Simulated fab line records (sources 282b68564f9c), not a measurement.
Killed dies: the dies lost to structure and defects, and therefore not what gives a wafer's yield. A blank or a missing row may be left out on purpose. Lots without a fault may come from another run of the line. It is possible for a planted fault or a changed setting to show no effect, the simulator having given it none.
Problem report, 8D (eight disciplines) form, completed by code | flow ritCmos | the parts of the form that need people (team, actions taken, sign-off) are left out

== 1. THE ISSUE ==
tiltDeg at RIT_NRETRO_IMPLANT_08 reads a mean of 8.293 degrees on 9 wafers of 3 lots; wafers without a fault read 7.003 degrees with a standard deviation of 0.02. Measured from the usual mean, that is +65 standard deviations.
Seen first at day 4 09:43 on implanter-04, wafer L907.1. Wafers with a number at this step in the record: 45, from 15 lots. The rule behind "out" and "out of limits": a value lying over 4 standard deviations away from the usual mean. All remaining wafers that have a number are taken as sound.

== 2. WHAT IT IS; WHAT IT IS NOT ==
question                    | is                     | is not
which readings at this step | tiltDeg                | -
which lots                  | L907, L909, L910       | L897, L899, L900, L901, L902, L903, L904, L906, L908, L917, L918, L920
which wafers of those lots  | all that have a number | -
read on which tools         | implanter-04           | implanter-01, implanter-03
when                        | from day 4 09:43       | up to then (24 sound wafers); but 12 sound wafers of L908, L917, L918, L920 came after

== 3. SUSPECTS, AND WHAT RULES EACH OUT ==
Counting: a tool at any process step up to the reading remains a suspect when it ran all the lots that are out and ran no sound lot after the first of those.
- implanter-04 at RIT_NRETRO_IMPLANT_08: kept. All lots that are out passed through it, beginning with L907 at day 4 09:43, and no sound lot followed; its final sound lot before that point was L906 at day 4 05:05. On those wafers its own readings are out: tiltDeg.
After counting, what remains is implanter-04 at RIT_NRETRO_IMPLANT_08.

== 4. THE CAUSE (what the simulator had put in) ==
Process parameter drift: implanter-04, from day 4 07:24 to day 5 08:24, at RIT_NRETRO_IMPLANT_08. A move of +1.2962 in setting tiltDeg, from 7. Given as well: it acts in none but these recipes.
This tool alone remained once counting was done.

== 5. THE CHAIN OF EFFECTS, in route order ==
Each row: a reading whose mean over the struck wafers that have a number lies more than 3 standard deviations from the usual. Only readings whose record carries a usual standard deviation are examined. hours: median over the lots of the time between each lot's start at the first step of this table that gives one and its start at this step. sigmas: the change, counted in usual standard deviations.
hours | step                  | reading | usual         | on struck wafers | change | sigmas
0     | RIT_NRETRO_IMPLANT_08 | tiltDeg | 7.003 degrees | 8.293            | +1.290 | +65
Here are the process steps it includes:
- RIT_NRETRO_IMPLANT_08

== 6. WHAT WOULD HAVE CAUGHT IT SOONER ==
First out-of-limits reading in this record: day 4 09:43, which is 2 hours after fault onset at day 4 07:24.
